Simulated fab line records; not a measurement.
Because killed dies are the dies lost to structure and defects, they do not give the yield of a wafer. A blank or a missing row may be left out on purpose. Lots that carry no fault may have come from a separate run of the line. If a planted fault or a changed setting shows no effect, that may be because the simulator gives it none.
Shared-tool check || flow ritCmos || 15 lots, 45 wafers sampled

REASON FOR OPENING
RIT_ACTIVE_THK_MEAS_02, reading ACTIVE_OXIDE_THK: flagged on 3 of 15 lots. Wafers without a fault read 47.0 nm, standard deviation 0.77.
Rule: flag the lot when none of its wafers has a number, or when each of its wafers that has one lies beyond 4 standard deviations from that mean. As for the other lots, they are considered sound.

{"lot": "L277", "measured": "day 1 12:03", "on": "filmMetro-03", "ACTIVE_OXIDE_THK (nm), wafer by wafer": "47.9 47.8 48.1", "flag": ""}
{"lot": "L278", "measured": "day 1 17:04", "on": "filmMetro-01", "ACTIVE_OXIDE_THK (nm), wafer by wafer": "45.8 46.3 47.2", "flag": ""}
{"lot": "L280", "measured": "day 2 03:04", "on": "filmMetro-04", "ACTIVE_OXIDE_THK (nm), wafer by wafer": "48.5 47.4 48.1", "flag": ""}
{"lot": "L281", "measured": "day 2 08:03", "on": "filmMetro-04", "ACTIVE_OXIDE_THK (nm), wafer by wafer": "45.3 45.8 46.0", "flag": ""}
{"lot": "L283", "measured": "day 2 18:04", "on": "filmMetro-01", "ACTIVE_OXIDE_THK (nm), wafer by wafer": "47.2 47.5 46.5", "flag": ""}
{"lot": "L284", "measured": "day 2 23:03", "on": "filmMetro-01", "ACTIVE_OXIDE_THK (nm), wafer by wafer": "47.3 47.6 46.7", "flag": ""}
{"lot": "L285", "measured": "day 3 04:04", "on": "filmMetro-01", "ACTIVE_OXIDE_THK (nm), wafer by wafer": "47.9 46.9 45.9", "flag": ""}
{"lot": "L286", "measured": "day 3 09:03", "on": "filmMetro-03", "ACTIVE_OXIDE_THK (nm), wafer by wafer": "47.7 47.5 47.9", "flag": ""}
{"lot": "L287", "measured": "day 3 14:03", "on": "filmMetro-04", "ACTIVE_OXIDE_THK (nm), wafer by wafer": "47.1 46.5 46.2", "flag": ""}
{"lot": "L292", "measured": "day 4 15:04", "on": "filmMetro-03", "ACTIVE_OXIDE_THK (nm), wafer by wafer": "62.0 61.8 61.9", "flag": "FLAGGED"}
{"lot": "L293", "measured": "day 4 20:59", "on": "filmMetro-01", "ACTIVE_OXIDE_THK (nm), wafer by wafer": "61.5 62.1 61.5", "flag": "FLAGGED"}
{"lot": "L295", "measured": "day 5 06:04", "on": "filmMetro-03", "ACTIVE_OXIDE_THK (nm), wafer by wafer": "62.1 61.2 61.5", "flag": "FLAGGED"}
{"lot": "L297", "measured": "day 5 16:04", "on": "filmMetro-01", "ACTIVE_OXIDE_THK (nm), wafer by wafer": "46.3 46.7 46.7", "flag": ""}
{"lot": "L298", "measured": "day 5 21:04", "on": "filmMetro-04", "ACTIVE_OXIDE_THK (nm), wafer by wafer": "46.8 48.0 47.6", "flag": ""}
{"lot": "L299", "measured": "day 6 02:03", "on": "filmMetro-01", "ACTIVE_OXIDE_THK (nm), wafer by wafer": "47.6 47.9 48.2", "flag": ""}
The mean of the flagged lots' numbers is 61.7 nm, +14.7 nm from the usual (+19 standard deviations).

WHICH TOOL EACH LOT WENT THROUGH
The record holds 1 process step before the reading, out of a route of 202 steps. In each cell: the tool, then ch and the chambers that the sampled wafers went through, then the start.
{"lot": "L277", "flag": "", "RIT_ACTIVE_OXIDATION_01": "furnace-02 ch 0, day 1 10:07"}
{"lot": "L278", "flag": "", "RIT_ACTIVE_OXIDATION_01": "furnace-01 ch 0, day 1 15:07"}
{"lot": "L280", "flag": "", "RIT_ACTIVE_OXIDATION_01": "furnace-01 ch 0, day 2 01:07"}
{"lot": "L281", "flag": "", "RIT_ACTIVE_OXIDATION_01": "furnace-04 ch 0, day 2 06:07"}
{"lot": "L283", "flag": "", "RIT_ACTIVE_OXIDATION_01": "furnace-02 ch 0, day 2 16:07"}
{"lot": "L284", "flag": "", "RIT_ACTIVE_OXIDATION_01": "furnace-02 ch 0, day 2 21:07"}
{"lot": "L285", "flag": "", "RIT_ACTIVE_OXIDATION_01": "furnace-04 ch 0, day 3 02:07"}
{"lot": "L286", "flag": "", "RIT_ACTIVE_OXIDATION_01": "furnace-04 ch 0, day 3 07:07"}
{"lot": "L287", "flag": "", "RIT_ACTIVE_OXIDATION_01": "furnace-04 ch 0, day 3 12:07"}
{"lot": "L292", "flag": "FLAGGED", "RIT_ACTIVE_OXIDATION_01": "furnace-02 ch 0, day 4 13:07"}
{"lot": "L293", "flag": "FLAGGED", "RIT_ACTIVE_OXIDATION_01": "furnace-02 ch 0, day 4 19:03"}
{"lot": "L295", "flag": "FLAGGED", "RIT_ACTIVE_OXIDATION_01": "furnace-02 ch 0, day 5 04:07"}
{"lot": "L297", "flag": "", "RIT_ACTIVE_OXIDATION_01": "furnace-04 ch 0, day 5 14:07"}
{"lot": "L298", "flag": "", "RIT_ACTIVE_OXIDATION_01": "furnace-01 ch 0, day 5 19:07"}
{"lot": "L299", "flag": "", "RIT_ACTIVE_OXIDATION_01": "furnace-01 ch 0, day 6 00:07"}
What is done by these steps:
- RIT_ACTIVE_OXIDATION_01: target thk 46.8 nm, ox time 3360 s.
- RIT_ACTIVE_THK_MEAS_02

FLAGGED OVER TOTAL, TOOL BY TOOL (the gauges that took the reading come last)
{"step": "RIT_ACTIVE_OXIDATION_01", "tool": "furnace-01", "lots run": 4, "flagged": 0, "share of the flagged lots": "none", "sound lots run after its first flagged lot": "-"}
{"step": "RIT_ACTIVE_OXIDATION_01", "tool": "furnace-02", "lots run": 6, "flagged": 3, "share of the flagged lots": "all", "sound lots run after its first flagged lot": 0}
{"step": "RIT_ACTIVE_OXIDATION_01", "tool": "furnace-04", "lots run": 5, "flagged": 0, "share of the flagged lots": "none", "sound lots run after its first flagged lot": "-"}
{"step": "RIT_ACTIVE_THK_MEAS_02", "tool": "filmMetro-01", "lots run": 7, "flagged": 1, "share of the flagged lots": "some", "sound lots run after its first flagged lot": "2 (L297,L299)"}
{"step": "RIT_ACTIVE_THK_MEAS_02", "tool": "filmMetro-03", "lots run": 4, "flagged": 2, "share of the flagged lots": "some", "sound lots run after its first flagged lot": 0}
{"step": "RIT_ACTIVE_THK_MEAS_02", "tool": "filmMetro-04", "lots run": 4, "flagged": 0, "share of the flagged lots": "none", "sound lots run after its first flagged lot": "-"}

THE TABLE: WHAT IT ALLOWS
In the table, 1 row covers all flagged lots: furnace-02 at RIT_ACTIVE_OXIDATION_01.
- furnace-02 at RIT_ACTIVE_OXIDATION_01 ran 6 lots, 3 of them flagged. Last sound lot L284 at day 2 21:07, first flagged lot L292 at day 4 13:07; a fault beginning in between fits.
Just one tool remains: furnace-02 at RIT_ACTIVE_OXIDATION_01.

WHAT HAD BEEN PUT IN BY THE SIMULATOR
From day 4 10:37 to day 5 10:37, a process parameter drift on furnace-02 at RIT_ACTIVE_OXIDATION_01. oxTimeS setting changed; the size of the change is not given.
Shown lots that were struck: L292, L293, L295. The rule above found the same.
